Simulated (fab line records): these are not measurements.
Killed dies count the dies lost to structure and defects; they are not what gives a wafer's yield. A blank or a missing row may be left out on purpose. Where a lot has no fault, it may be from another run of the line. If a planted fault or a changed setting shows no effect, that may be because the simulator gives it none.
The tool behind it: which one? :: flow berkeley_cmos170 :: 42 wafers from 14 lots sampled at 5 of the route's 331 steps

WHAT THE GAUGES READ, wafer by wafer
UCB170_NSD_CD_MEAS_06: the cd target is 1200 nm.
lot: L289
measured: day 7 22:35
on: cd_sem-02
cd_nm (nm): 1198.1 1198.1 1201.1

lot: L294
measured: day 8 10:01
on: cd_sem-02
cd_nm (nm): 1200.2 1199.6 1199.1

lot: L291
measured: day 8 10:07
on: cd_sem-02
cd_nm (nm): 1199.6 1199.6 1200.9

lot: L292
measured: day 8 10:14
on: cd_sem-02
cd_nm (nm): 1201.3 1201.0 1202.8

lot: L297
measured: day 9 11:32
on: cd_sem-02
cd_nm (nm): 1200.2 1200.7 1200.5

lot: L296
measured: day 9 11:49
on: cd_sem-01
cd_nm (nm): 1198.4 1198.7 1199.6

lot: L301
measured: day 9 17:29
on: cd_sem-02
cd_nm (nm): 1198.7 1197.4 1198.3

lot: L306
measured: day 11 00:36
on: cd_sem-01
cd_nm (nm): 1200.4 1200.4 1199.4

lot: L304
measured: day 11 00:47
on: cd_sem-02
cd_nm (nm): 1200.1 1199.7 1200.9

lot: L307
measured: day 11 10:38
on: cd_sem-01
cd_nm (nm): 1197.9 1198.7 1197.4

lot: L309
measured: day 12 09:52
on: cd_sem-02
cd_nm (nm): 1200.2 1199.3 1199.9

lot: L310
measured: day 12 10:10
on: cd_sem-02
cd_nm (nm): 1199.9 1198.5 1199.2

lot: L311
measured: day 12 10:20
on: cd_sem-01
cd_nm (nm): 1200.4 1201.7 1201.0

lot: L312
measured: day 12 14:45
on: cd_sem-01
cd_nm (nm): 1201.2 1202.0 1200.5

UCB170_V2_THK_MEAS_04.
lot: L289
measured: day 8 17:19
on: film_metro-02
V2_POLISHED_THK (nm): 999.8 999.0 1001.5

lot: L294
measured: day 9 05:46
on: film_metro-03
V2_POLISHED_THK (nm): 997.2 1000.8 999.0

lot: L291
measured: day 9 06:25
on: film_metro-01
V2_POLISHED_THK (nm): 1000.2 999.3 996.0

lot: L292
measured: day 9 09:15
on: film_metro-03
V2_POLISHED_THK (nm): 1001.0 1001.1 1001.7

lot: L297
measured: day 10 03:25
on: film_metro-01
V2_POLISHED_THK (nm): 998.9 1004.0 1003.3

lot: L296
measured: day 10 05:14
on: film_metro-01
V2_POLISHED_THK (nm): 999.5 1000.8 1002.7

lot: L301
measured: day 10 10:46
on: film_metro-03
V2_POLISHED_THK (nm): 996.0 999.5 999.1

lot: L306
measured: day 11 18:06
on: film_metro-02
V2_POLISHED_THK (nm): 997.9 995.7 999.4

lot: L304
measured: day 11 21:07
on: film_metro-03
V2_POLISHED_THK (nm): 1001.9 999.8 1000.9

lot: L307
measured: day 12 05:40
on: film_metro-03
V2_POLISHED_THK (nm): 999.7 999.3 997.5

lot: L309
measured: day 13 03:46
on: film_metro-01
V2_POLISHED_THK (nm): 998.6 1001.6 1001.5

lot: L310
measured: day 13 05:27
on: film_metro-01
V2_POLISHED_THK (nm): 998.2 999.8 1000.4

lot: L311
measured: day 13 05:41
on: film_metro-03
V2_POLISHED_THK (nm): 999.1 999.9 999.3

lot: L312
measured: day 13 11:58
on: film_metro-02
V2_POLISHED_THK (nm): 998.9 997.0 1000.2

UCB170_M3_CD_MEAS_15: the cd target is 700 nm.
lot: L289
measured: day 8 23:52
on: cd_sem-02
cd_nm (nm): 698.8 699.5 697.9

lot: L294
measured: day 9 10:49
on: cd_sem-02
cd_nm (nm): 700.3 701.4 700.9

lot: L291
measured: day 9 11:35
on: cd_sem-01
cd_nm (nm): 696.0 696.7 696.4

lot: L292
measured: day 9 14:12
on: cd_sem-01
cd_nm (nm): 702.3 701.4 702.6

lot: L297
measured: day 10 08:23
on: cd_sem-01
cd_nm (nm): 698.9 699.5 698.8

lot: L296
measured: day 10 11:35
on: cd_sem-02
cd_nm (nm): 699.1 699.9 699.8

lot: L301
measured: day 10 15:14
on: cd_sem-02
cd_nm (nm): 699.3 699.4 701.8

lot: L306
measured: day 11 22:49
on: cd_sem-01
cd_nm (nm): 697.4 697.4 698.8

lot: L304
measured: day 12 01:10
on: cd_sem-02
cd_nm (nm): 695.9 697.6 696.9

lot: L307
measured: day 12 09:37
on: cd_sem-01
cd_nm (nm): 701.7 701.1 701.6

lot: L309
measured: day 13 09:26
on: cd_sem-02
cd_nm (nm): 701.5 701.7 702.3

lot: L310
measured: day 13 11:36
on: cd_sem-02
cd_nm (nm): 697.6 698.6 699.3

lot: L311
measured: day 13 11:38
on: cd_sem-01
cd_nm (nm): 699.0 699.6 699.1

lot: L312
measured: day 13 15:48
on: cd_sem-01
cd_nm (nm): 699.1 697.2 698.1

WHAT TOOL EACH LOT RAN ON (gives the tool, then ch and the chambers of the sampled wafers, and finally the start)
lot: L289
UCB170_M3_COAT_05: litho_track-01 ch 0, day 8 19:51
UCB170_M3_STRIP_07: plasma_asher-02 ch 0,1, day 8 20:09

lot: L294
UCB170_M3_COAT_05: litho_track-02 ch 0, day 9 08:10
UCB170_M3_STRIP_07: plasma_asher-03 ch 0,1, day 9 08:26

lot: L291
UCB170_M3_COAT_05: litho_track-02 ch 0, day 9 09:29
UCB170_M3_STRIP_07: plasma_asher-04 ch 0,1, day 9 09:47

lot: L292
UCB170_M3_COAT_05: litho_track-02 ch 0, day 9 12:19
UCB170_M3_STRIP_07: plasma_asher-03 ch 0,1, day 9 12:37

lot: L297
UCB170_M3_COAT_05: litho_track-04 ch 0, day 10 06:11
UCB170_M3_STRIP_07: plasma_asher-04 ch 0,1, day 10 06:28

lot: L296
UCB170_M3_COAT_05: litho_track-02 ch 0, day 10 08:38
UCB170_M3_STRIP_07: plasma_asher-03 ch 0,1, day 10 08:54

lot: L301
UCB170_M3_COAT_05: litho_track-02 ch 0, day 10 13:38
UCB170_M3_STRIP_07: plasma_asher-02 ch 0, day 10 13:56

lot: L306
UCB170_M3_COAT_05: litho_track-01 ch 0, day 11 21:24
UCB170_M3_STRIP_07: plasma_asher-03 ch 0,1, day 11 21:41

lot: L304
UCB170_M3_COAT_05: litho_track-01 ch 0, day 11 23:13
UCB170_M3_STRIP_07: plasma_asher-02 ch 0, day 11 23:31

lot: L307
UCB170_M3_COAT_05: litho_track-04 ch 0, day 12 07:47
UCB170_M3_STRIP_07: plasma_asher-02 ch 1, day 12 08:04

lot: L309
UCB170_M3_COAT_05: litho_track-01 ch 0, day 13 07:02
UCB170_M3_STRIP_07: plasma_asher-03 ch 0,1, day 13 07:20

lot: L310
UCB170_M3_COAT_05: litho_track-02 ch 0, day 13 08:53
UCB170_M3_STRIP_07: plasma_asher-02 ch 0,1, day 13 09:10

lot: L311
UCB170_M3_COAT_05: litho_track-04 ch 0, day 13 09:10
UCB170_M3_STRIP_07: plasma_asher-03 ch 1, day 13 09:26

lot: L312
UCB170_M3_COAT_05: litho_track-01 ch 0, day 13 14:11
UCB170_M3_STRIP_07: plasma_asher-02 ch 0,1, day 13 14:29
- UCB170_M3_COAT_05: resist thk 900 nm.
- UCB170_M3_STRIP_07: strips in O2.

AS READ BY THE TOOLS THEMSELVES (means over the sampled wafers that have a number; for cases with no such wafer, the mark the record gives instead)
UCB170_M3_STRIP_07.
lot: L289
tool: plasma_asher-02
drypump_motor_current_A (A): 5.3
oes_product_au (a.u.): 0.732
strip_time_to_endpoint_s (s): 22.04

lot: L294
tool: plasma_asher-03
drypump_motor_current_A (A): 5.6
oes_product_au (a.u.): 0.735
strip_time_to_endpoint_s (s): 21.93

lot: L291
tool: plasma_asher-04
drypump_motor_current_A (A): 6.0
oes_product_au (a.u.): 0.735
strip_time_to_endpoint_s (s): 21.98

lot: L292
tool: plasma_asher-03
drypump_motor_current_A (A): 5.3
oes_product_au (a.u.): 0.734
strip_time_to_endpoint_s (s): 21.96

lot: L297
tool: plasma_asher-04
drypump_motor_current_A (A): 5.9
oes_product_au (a.u.): 0.733
strip_time_to_endpoint_s (s): 21.89

lot: L296
tool: plasma_asher-03
drypump_motor_current_A (A): 5.6
oes_product_au (a.u.): 0.734
strip_time_to_endpoint_s (s): 22.61

lot: L301
tool: plasma_asher-02
drypump_motor_current_A (A): 5.5
oes_product_au (a.u.): 0.736
strip_time_to_endpoint_s (s): 22.67

lot: L306
tool: plasma_asher-03
drypump_motor_current_A (A): 5.4
oes_product_au (a.u.): 0.734
strip_time_to_endpoint_s (s): 21.82

lot: L304
tool: plasma_asher-02
drypump_motor_current_A (A): 5.5
oes_product_au (a.u.): 0.733
strip_time_to_endpoint_s (s): 21.93

lot: L307
tool: plasma_asher-02
drypump_motor_current_A (A): 4.7
oes_product_au (a.u.): 0.738
strip_time_to_endpoint_s (s): 21.91

lot: L309
tool: plasma_asher-03
drypump_motor_current_A (A): 5.6
oes_product_au (a.u.): 0.734
strip_time_to_endpoint_s (s): 21.91

lot: L310
tool: plasma_asher-02
drypump_motor_current_A (A): 5.3
oes_product_au (a.u.): 0.739
strip_time_to_endpoint_s (s): 21.89

lot: L311
tool: plasma_asher-03
drypump_motor_current_A (A): 5.8
oes_product_au (a.u.): 0.735
strip_time_to_endpoint_s (s): 21.96

lot: L312
tool: plasma_asher-02
drypump_motor_current_A (A): 5.1
oes_product_au (a.u.): 0.734
strip_time_to_endpoint_s (s): 21.92

THE ANSWER, worked out from the rows above alone
Rule: usual is defined by the lots themselves. The widest of any qualifying gaps counts: lots, ordered by their means at a reading, are off when they make up no more than a third of the lots, leave a main group of 4 or more, and stand apart from it by 3 or more times the standard deviation of that group's means. If all means in a main group match to the digits the tables above print for the reading, that group is not used. A lot without any number at a reading at which 4 lots or more have one is off too. Where the step has rows for the other lots, those lots are counted as sound. First the gauges in route order, then the tools' own readings, where a lot's mean is used as printed above. The first step at which some lot is off is used, and at that step the reading that is off furthest; a lot without a number counts as furthest.
Off at UCB170_M3_STRIP_07 (strip_time_to_endpoint_s): L296, L301. For the main group the mean is 21.93 s and the standard deviation 0.052.
If a tool, at that step or one of the process steps before it, ran each lot that is off and ran no sound lot following the first of them, it fits. None of those tried fits.

WHAT THE SIMULATOR HAD PUT IN
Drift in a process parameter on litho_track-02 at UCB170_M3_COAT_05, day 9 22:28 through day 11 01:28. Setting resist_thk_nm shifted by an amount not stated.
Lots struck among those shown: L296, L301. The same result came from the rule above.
